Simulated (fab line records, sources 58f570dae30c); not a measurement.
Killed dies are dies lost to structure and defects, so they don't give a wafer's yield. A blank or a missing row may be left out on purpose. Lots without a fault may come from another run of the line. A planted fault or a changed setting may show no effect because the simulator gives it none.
fab line records | flow berkeley_cmos170
record lots=15 wafers=45 last_day=12
route steps=331 shown FIELD@126 GATE@131 SPACER@173
lots that met no fault: from a run of the same line without faults
start_h: hours from the record's first day to the start of the lot's first wafer shown | wait_h: hours since the lot's step before | " the same as in the row above | L1.1+2: a row that stands for several wafers | - no value, or no start given | * or withheld: withheld | < > ~ a bound
route shown NAME@n: a module of which the file shows steps, and the number in the route of the first | usual: mean/standard deviation of fault-free wafers | same: alike in all rows | chamber/n: place in a boat | sites: the reading at each site | _std_site: their standard deviation | _edge_site: outer sites' mean less inner sites' | radius_mm: how far each site lies from the wafer's centre | mask NAME#n: copy n | behind: the tool/chamber that last shaped the wafer | hold: why the lot was held/for how many hours/how that ended | device: the transistor (n, p or np) that didn't switch | end of line: the same wafers' tests at the end of the route | a step without rows: its recipe alone | killed: dies lost to structure and defects at the first sort, not the wafer's yield | map: a wafer's dies, x killed, . not, _ none there
set.NAME: the setting as run; set.NAME@STEP: as run at that earlier step | model.NAME: the simulator's own value behind a step, which no gauge read
steps of the route over a sample of lots; a table a step, a row a wafer
services: from which hour (start_h, from the record's first day; less than 0 if before it) a tool's chamber was out of use, for how many hours, and why
## steps
# step UCB170_FIELD_THK_MEAS_91
# recipe reads=SiO2_of_FIELD_OXIDATION_01
# usual FIELD_OXIDE_LEFT_2_THK=359/11
# columns lot.wafer tool chamber start_h wait_h FIELD_OXIDE_LEFT_2_THK[nm]
L810.2 film_metro-02 - 115.08 0.1 360
L810.3 " - " " 364
L810.5 " - " " 356
L812.1 film_metro-03 - 130.51 0.0 371
L812.5 " - " " 366
L812.6 " - " " 377
L815.2 film_metro-02 - 137.94 0.0 366
L815.3 " - " " 364
L815.6 " - " " 364
L814.1 film_metro-02 - 138.31 0.0 372
L814.2 " - " " 380
L814.4 " - " " 372
L811.2 film_metro-03 - 138.60 0.0 368
L811.5 " - " " 365
L811.6 " - " " 360
L816.2 film_metro-02 - 155.10 0.0 341
L816.3 " - " " 345
L816.6 " - " " 349
L819.1 film_metro-03 - 171.67 0.0 350
L819.2 " - " " 343
L819.6 " - " " 349
L820.1 film_metro-04 - 172.08 0.0 338
L820.2 " - " " 344
L820.3 " - " " 345
L824.1 film_metro-02 - 182.59 0.0 363
L824.2 " - " " 369
L824.3 " - " " 367
L822.4 film_metro-02 - 182.76 0.0 374
L822.5 " - " " 381
L822.6 " - " " 375
L821.2 film_metro-04 - 183.02 0.0 347
L821.3 " - " " 343
L821.4 " - " " 349
L823.1 film_metro-03 - 183.08 0.0 354
L823.4 " - " " 373
L823.6 " - " " 362
L828.1 film_metro-04 - 211.49 0.0 344
L828.4 " - " " 339
L828.6 " - " " 353
L830.2 film_metro-04 - 228.69 0.1 378
L830.4 " - " " 366
L830.5 " - " " 361
L831.1 film_metro-04 - 232.73 0.1 364
L831.2 " - " " 365
L831.6 " - " " 363
# step UCB170_GATE_THK_MEAS_05
# recipe reads=poly-Si_of_GATE_CVD_04
# usual GATE_POLY_THK=213.1/2.1
# columns lot.wafer tool chamber start_h wait_h GATE_POLY_THK[nm]
L810.2 film_metro-01 - 125.50 0.0 212.8
L810.3 " - " " 213.0
L810.5 " - " " 213.5
L812.1 film_metro-01 - 137.98 0.0 211.4
L812.5 " - " " 213.6
L812.6 " - " " 211.9
L814.1 film_metro-01 - 151.01 0.0 211.6
L814.2 " - " " 211.6
L814.4 " - " " 211.9
L811.2 film_metro-02 - 151.02 0.0 208.7
L811.5 " - " " 209.9
L811.6 " - " " 210.7
L815.2 film_metro-04 - 151.02 0.0 213.5
L815.3 " - " " 212.2
L815.6 " - " " 214.2
L816.2 film_metro-02 - 166.53 0.0 211.2
L816.3 " - " " 210.9
L816.6 " - " " 210.0
L819.1 film_metro-02 - 183.35 0.0 212.1
L819.2 " - " " 212.3
L819.6 " - " " 211.3
L820.1 film_metro-04 - 183.35 0.0 214.1
L820.2 " - " " 212.8
L820.3 " - " " 214.3
L824.1 film_metro-02 - 197.11 0.0 217.1
L824.2 " - " " 216.4
L824.3 " - " " 219.9
L821.2 film_metro-01 - 197.12 0.0 211.2
L821.3 " - " " 212.0
L821.4 " - " " 210.6
L823.1 film_metro-01 - 197.17 0.1 216.4
L823.4 " - " " 213.9
L823.6 " - " " 214.3
L822.4 film_metro-04 - 197.20 0.1 211.0
L822.5 " - " " 213.0
L822.6 " - " " 211.3
L828.1 film_metro-02 - 218.85 0.0 216.0
L828.4 " - " " 215.5
L828.6 " - " " 217.9
L830.2 film_metro-01 - 239.69 0.0 213.5
L830.4 " - " " 213.6
L830.5 " - " " 213.1
L831.1 film_metro-04 - 243.48 0.0 213.5
L831.2 " - " " 214.0
L831.6 " - " " 214.9
# step UCB170_GATE_OVL_MEAS_13
# usual GATE_OVL=0/5.8
# columns lot.wafer tool chamber start_h wait_h GATE_OVL[nm]
L810.2 overlay-01 - 127.61 0.1 7
L810.3 " - " " 3
L810.5 " - " " 9
L812.1 overlay-02 - 139.66 0.1 -3
L812.5 " - " " 0
L812.6 " - " " 8
L811.2 overlay-02 - 152.82 0.1 -1
L811.5 " - " " -3
L811.6 " - " " -4
L815.2 overlay-02 - 153.09 0.1 -6
L815.3 " - " " -3
L815.6 " - " " -10
L814.1 overlay-02 - 153.41 0.1 -9
L814.2 " - " " -6
L814.4 " - " " -10
L816.2 overlay-01 - 167.67 0.1 -4
L816.3 " - " " -4
L816.6 " - " " 1
L819.1 overlay-02 - 184.38 0.1 -7
L819.2 " - " " -5
L819.6 " - " " -3
L820.1 overlay-02 - 184.62 0.1 -1
L820.2 " - " " 3
L820.3 " - " " 5
L821.2 overlay-01 - 198.90 0.1 14
L821.3 " - " " 6
L821.4 " - " " 9
L824.1 overlay-02 - 198.99 0.1 -3
L824.2 " - " " 0
L824.3 " - " " 3
L822.4 overlay-01 - 199.18 0.1 -3
L822.5 " - " " 4
L822.6 " - " " -7
L823.1 overlay-02 - 199.19 0.1 6
L823.4 " - " " 4
L823.6 " - " " -3
L828.1 overlay-02 - 220.21 0.1 -2
L828.4 " - " " 0
L828.6 " - " " -5
L830.2 overlay-01 - 240.86 0.1 -6
L830.4 " - " " -9
L830.5 " - " " -4
L831.1 overlay-01 - 244.52 0.1 -1
L831.2 " - " " -2
L831.6 " - " " -1
# step UCB170_SPACER_ANNEAL_02
# recipe temp_c=900 time_s=1800 ambient=N2
# usual spike_tc_centre_C=902.5/1.3 spike_tc_load_C=924.9/2.4 time_s=1800/0
# columns lot.wafer tool chamber start_h wait_h spike_tc_centre_C spike_tc_load_C time_s
L810.2 furnace-01 0 135.74 1.8 903.0 923.9 1800
L810.3 " 0 " " 901.7 924.7 1800
L810.5 " 0 " " 902.9 926.4 1800
L812.1 furnace-02 0 150.03 5.0 902.2 921.0 1800
L812.5 " 0 " " 901.2 921.3 1800
L812.6 " 0 " " 901.9 918.8 1800
L811.2 furnace-02 0 161.39 3.4 902.0 923.7 1800
L811.5 " 0 " " 901.4 920.6 1800
L811.6 " 0 " " 901.8 921.6 1800
L814.1 furnace-02 0 161.39 3.0 901.3 920.2 1800
L814.2 " 0 " " 902.4 921.0 1800
L814.4 " 0 " " 900.7 920.6 1800
L815.2 furnace-02 0 161.39 3.0 900.2 921.9 1800
L815.3 " 0 " " 902.2 921.3 1800
L815.6 " 0 " " 901.3 920.8 1800
L816.2 furnace-04 0 173.90 1.8 903.0 925.0 1800
L816.3 " 0 " " 905.8 925.5 1800
L816.6 " 0 " " 901.5 924.4 1800
L819.1 furnace-04 0 193.54 4.3 904.2 926.2 1800
L819.2 " 0 " " 903.5 927.8 1800
L819.6 " 0 " " 902.5 928.0 1800
L820.1 furnace-04 0 193.54 0.4 906.2 926.5 1800
L820.2 " 0 " " 902.5 927.8 1800
L820.3 " 0 " " 904.4 925.9 1800
L821.2 furnace-01 - 204.05 0.4 - - -
L821.3 " - " " - - -
L821.4 " - " " - - -
L824.1 furnace-01 - 204.05 0.2 - - -
L824.2 " - " " - - -
L824.3 " - " " - - -
L822.4 furnace-04 - 205.40 1.2 - - -
L822.5 " - " " - - -
L822.6 " - " " - - -
L823.1 furnace-04 0 205.40 1.0 905.1 925.7 1800
L823.4 " 0 " " 904.1 924.9 1800
L823.6 " 0 " " 905.6 926.1 1800
L828.1 furnace-02 0 225.56 0.5 901.9 922.5 1800
L828.4 " 0 " " 900.7 920.5 1800
L828.6 " 0 " " 901.3 921.2 1800
L830.2 furnace-01 0 247.67 2.2 903.2 927.3 1800
L830.4 " 0 " " 902.4 924.0 1800
L830.5 " 0 " " 902.5 924.9 1800
L831.1 furnace-04 0 253.39 3.5 904.5 926.8 1800
L831.2 " 0 " " 904.2 927.6 1800
L831.6 " 0 " " 903.2 926.7 1800
## services
# columns tool chamber start_h hours kind
furnace-01 - 115.22 12.4 pm
furnace-04 - 121.86 21.6 repair
furnace-01 - 141.57 4.6 pm
furnace-04 - 143.46 7.3 pm
furnace-02 - 178.03 2.9 pm
furnace-02 - 213.12 2.7 pm
## key
first_sign step=UCB170_SPACER_ANNEAL_02 reading=tool_record direction=missing
effect none on later readings
met_at UCB170_SPACER_ANNEAL_02
struck_lots L821,L822,L824
later_rows_left_out L821.2,L821.3,L821.4,L822.4,L822.5,L822.6,L824.1,L824.2,L824.3
sort_left_out L821.2,L821.3,L821.4,L822.4,L822.5,L822.6,L824.1,L824.2,L824.3
tester_left_out L821,L822,L824
not_acting_at UCB170_FIELD_THK_MEAS_91,UCB170_GATE_THK_MEAS_05,UCB170_GATE_OVL_MEAS_13
onset_between 193.54 204.05
fault kind=skipped_step_whole tool=furnace-01,furnace-04 chamber=- onset_h=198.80 steps=UCB170_SPACER_ANNEAL_02 scope=struck_lots_only
# tester_left_out: of these lots the tester's yield and bins aren't shown, on N5 and GAA mostly nor the transistor test; their killed dies are dies lost to structure and defects alone, not to doping, threshold or leakage, so they don't give the yield
# sort_left_out: the simulated sort isn't trusted on such a fault, so these wafers' sort isn't shown, and their yield isn't known
# later_rows_left_out: the simulator's readings of these wafers behind a module that went badly wrong aren't trusted and aren't shown, but for the sort
